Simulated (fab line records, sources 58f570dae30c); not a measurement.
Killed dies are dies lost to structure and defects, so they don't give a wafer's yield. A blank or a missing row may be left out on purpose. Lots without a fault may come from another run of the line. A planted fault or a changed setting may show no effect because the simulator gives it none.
One fault seen from 2 desks | flow berkeley_cmos170 | each desk has only its own numbers; what lay behind them comes last

THE METROLOGY DESK
What the gauges read, lot by lot, whatever tool the lot ran on: means of the sampled wafers that have a number. A lot is out of limits, marked OUT, if its mean lies more than 4 standard deviations from the usual mean; the brackets give that distance.
Columns: A = SACOX_OXIDE_THK at UCB170_SACOX_THK_MEAS_02, usual 14.36 nm; B = SCREENOX_OXIDE_THK at UCB170_SCREENOX_THK_MEAS_02, usual 14.38 nm; C = NVT_OVL at UCB170_NVT_OVL_MEAS_06, usual 1 nm
lot  | first seen here | A     | B     | C
L447 | day 6 19:15     | 14.43 | 14.65 | 1
L454 | day 8 04:36     | 14.34 | 14.28 | 4
L461 | day 9 17:41     | 14.50 | 14.56 | 13
L463 | day 10 00:02    | 14.53 | 14.39 | 2
L465 | day 10 11:14    | 14.17 | 14.38 | -5
L467 | day 11 01:52    | 14.58 | 14.34 | 7
L468 | day 11 01:52    | 14.50 | 14.43 | -2
This desk's finding: nothing out of limits on any of the 7 lots.

THE TOOL OWNER'S DESK: implanter-04
The tool's own readings at UCB170_NVT_IMPLANT_07: means of the sampled wafers that have a number, for each lot that ran on this tool. A lot is out of limits, marked OUT, if its mean lies more than 4 standard deviations from the usual mean; the brackets give that distance.
Columns: A = dose_ions_cm2 at UCB170_NVT_IMPLANT_07, usual 3e+12; B = faraday_current_uA at UCB170_NVT_IMPLANT_07, usual 9.50
lot  | first seen here | A               | B
L454 | day 8 18:44     | 3e+12           | 9.28
L461 | day 10 04:45    | 3e+12 (-41) OUT | 8.93
L463 | day 10 15:03    | 3e+12 (-40) OUT | 9.06
L465 | day 11 00:17    | 3e+12 (-40) OUT | 9.04
This desk's finding: out of limits on L461, L463, L465; first on L461, day 10 04:45 (dose_ions_cm2 at UCB170_NVT_IMPLANT_07). In limits: L454.

PUT TOGETHER
The tool owner's desk could have raised an alarm at day 10 04:45, on L461, L463, L465.
The metrology desk saw nothing out of limits.
The metrology desk has L461, L463, L465 on record, within its limits.
Of the lots named, all ran UCB170_NVT_IMPLANT_07 on implanter-04.

WHAT THE SIMULATOR HAD PUT IN
Process parameter drift: implanter-04, from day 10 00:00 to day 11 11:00, at UCB170_NVT_IMPLANT_07. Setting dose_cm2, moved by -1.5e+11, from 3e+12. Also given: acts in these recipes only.
Lots struck among those shown: L461, L463, L465.
Hours from the fault's start to each desk's first reading out of limits: the tool owner's desk, 5.
